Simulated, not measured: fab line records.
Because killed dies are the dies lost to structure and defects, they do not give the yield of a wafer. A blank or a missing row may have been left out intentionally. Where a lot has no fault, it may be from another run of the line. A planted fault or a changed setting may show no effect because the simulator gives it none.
A struck lot beside a sound one | flow ritCmos | 43 steps out of a route of 202
Sound: wafers L549.1, L549.3, L549.5. Wafers L556.1, L556.2, L556.3 were the ones struck. At the end, the cause is stated.
At each step with rows: each side's tool, then ch and its chambers, then its first start. Under that, the readings that differ: sound wafers | struck wafers | difference of the means | sigmas: that difference in standard deviations of wafers without a fault.
alike: a reading whose means differ by less than 2 such deviations, as well as words and numbers matching on both sides. not compared: withheld readings; readings where some wafer has no value; bounds like >300 that might hide an equal value; numbers whose values overlap and for which the record gives no deviation.
Wherever a step has rows on one side only, a row that says differs or no value, or a row with sigmas, the two part there. When numbers do not overlap yet have no deviation, they are printed without sigmas and do not part them. A reading that every wafer of one side lacks parts them only if that side has two wafers or more.

first, 3 steps without rows for these wafers: RIT_REOX_CLEAN_01 (cleans in dHF, time 30 s); RIT_REOX_CLEAN_02 (cleans in SC2, time 600 s); RIT_REOX_OXIDATION_03 (target thk 25.2 nm, ox time 5580 s).
RIT_REOX_THK_MEAS_04:
  sound on filmMetro-04 at day 2 23:13; struck on filmMetro-02 at day 4 17:10
  alike: REOX_OXIDE_THK
then, 6 steps without rows for these wafers: RIT_NLDD_HMDS_00 (prime time 60 s); RIT_NLDD_COAT_01 (resist thk 1000 nm); RIT_NLDD_SOFTBAKE_02 (time 60 s); RIT_NLDD_EXPOSE_03 (exposes mask M7, target cd 40700 nm); RIT_NLDD_PEB_04; RIT_NLDD_DEVELOP_05 (develop time 50 s).
RIT_NLDD_OVL_MEAS_06:
  sound on overlay-01 at day 3 00:23; struck on overlay-01 at day 4 18:11
reading       | sound          | struck      | difference | sigmas
NLDD_OVL (nm) | -1.7 -1.9 -1.8 | 2.7 3.5 3.2 | +4.9       | +3
then, 1 step without rows for these wafers: RIT_NLDD_HARDBAKE_07 (time 60 s).
RIT_NLDD_IMPLANT_08:
  sound on implanter-02 ch 0, day 3 00:34; struck on implanter-04 ch 0, day 4 18:23
reading                  | sound                | struck               | difference | sigmas
beamEnergyKeV            | 20.001 20.005 19.991 | 16.921 16.907 16.922 | -3.082     | -99 or more
model.implant.rpNm (nm)  | 28.49 28.49 28.49    | 24.46 24.46 24.46    | -4.03      | 
model.implant.drpNm (nm) | 12.97 12.97 12.97    | 11.72 11.72 11.72    | -1.25      | 
RIT_NLDD_STRIP_09: strips in O2, time 180 s.
  sound on plasmaAsher-01 ch 1, day 3 00:43; struck on plasmaAsher-01 ch 0,1, day 4 18:32
  alike: drypumpMotorCurrentA
  not compared: rfHoursCounterH
RIT_NLDD_TW_MEAS_10:
  sound on filmMetro-01 at day 3 00:53; struck on filmMetro-04 at day 4 18:56
reading | sound          | struck         | difference | sigmas
NLDD_TW | 2486 2490 2503 | 2382 2392 2386 | -106       | -6
  not compared: hold
then, 5 steps without rows for these wafers: RIT_PLDD_COAT_01 (resist thk 1000 nm); RIT_PLDD_SOFTBAKE_02 (time 60 s); RIT_PLDD_EXPOSE_03 (exposes mask M8, target cd 40900 nm); RIT_PLDD_PEB_04; RIT_PLDD_DEVELOP_05 (develop time 50 s).
RIT_PLDD_OVL_MEAS_06:
  sound on overlay-01 at day 3 01:56; struck on overlay-01 at day 4 23:59
reading       | sound       | struck         | difference | sigmas
PLDD_OVL (nm) | 1.2 0.1 0.6 | -4.3 -1.6 -4.2 | -4.0       | -3
then, 2 steps without rows for these wafers: RIT_PLDD_HARDBAKE_07 (time 60 s); RIT_PLDD_IMPLANT_08.
RIT_PLDD_STRIP_09: strips in O2, time 180 s.
  sound on plasmaAsher-04 ch 1, day 3 02:16; struck on plasmaAsher-04 ch 0,1, day 5 00:42
  alike: drypumpMotorCurrentA
  not compared: rfHoursCounterH
RIT_PLDD_TW_MEAS_10:
  sound on filmMetro-01 at day 3 02:26; struck on filmMetro-01 at day 5 00:53
  alike: PLDD_TW
then, 4 steps without rows for these wafers: RIT_SPACER_CLEAN_00 (cleans in SC1, time 600 s); RIT_SPACER_CLEAN_01 (cleans in dHF, time 30 s); RIT_SPACER_CLEAN_02 (cleans in SC2, time 600 s); RIT_SPACER_CVD_03 (deposits Si3N4 from SiH2Cl2/NH3, target thk 250 nm, time 3300 s).
RIT_SPACER_THK_MEAS_04:
  sound on filmMetro-02 at day 3 06:10; struck on filmMetro-03 at day 5 04:16
  alike: SPACER_NITRIDE_THK
RIT_SPACER_ETCHBACK_05: etches Si3N4 in SF6/CHF3, stops on SiO2, target depth 250 nm, time 240 s.
  sound on rieDiel-02 ch 0,2, day 3 06:13; struck on rieDiel-04 ch 0,1,2, day 5 04:28
  alike: drypumpMotorCurrentA, oesProductAu, rfFwdPowerW, throttleValvePct
  not compared: rfHoursCounterH
then, 6 steps without rows for these wafers: RIT_NSD_HMDS_00 (prime time 60 s); RIT_NSD_COAT_01 (resist thk 1000 nm); RIT_NSD_SOFTBAKE_02 (time 60 s); RIT_NSD_EXPOSE_03 (exposes mask M9, target cd 40700 nm); RIT_NSD_PEB_04; RIT_NSD_DEVELOP_05 (develop time 50 s).
RIT_NSD_OVL_MEAS_06:
  sound on overlay-02 at day 3 07:13; struck on overlay-02 at day 5 06:02
  alike: NSD_OVL
then, 2 steps without rows for these wafers: RIT_NSD_HARDBAKE_07 (time 60 s); RIT_NSD_IMPLANT_08.
RIT_NSD_STRIP_09: strips in O2, time 180 s.
  sound on plasmaAsher-03 ch 0,1, day 3 07:33; struck on plasmaAsher-03 ch 0,1, day 5 06:27
  alike: drypumpMotorCurrentA
  not compared: rfHoursCounterH
RIT_SDANNEAL_RS_MEAS_07: the measuring method here is four-point-probe.
  sound on filmMetro-03 at day 3 09:59; struck on filmMetro-04 at day 5 10:37
reading          | sound             | struck            | difference | sigmas
NLDD_RS (ohm/sq) | 150.5 150.6 150.7 | 154.6 154.5 155.1 | +4.1       | +8
  not compared: hold
RIT_M1_PROBE_99:
  sound on prober-02 at day 3 17:12; struck on prober-02 at day 5 20:01
  alike: killedAtContacts, killedAtFrontEnd, killedDies, killedOpen, killedShort

WHERE THEY PART
At RIT_NLDD_OVL_MEAS_06 first; at RIT_SDANNEAL_RS_MEAS_07 last (within this record only). Later steps at which nothing parts them and some readings are alike: RIT_M1_PROBE_99.

WHY: what the simulator had put in
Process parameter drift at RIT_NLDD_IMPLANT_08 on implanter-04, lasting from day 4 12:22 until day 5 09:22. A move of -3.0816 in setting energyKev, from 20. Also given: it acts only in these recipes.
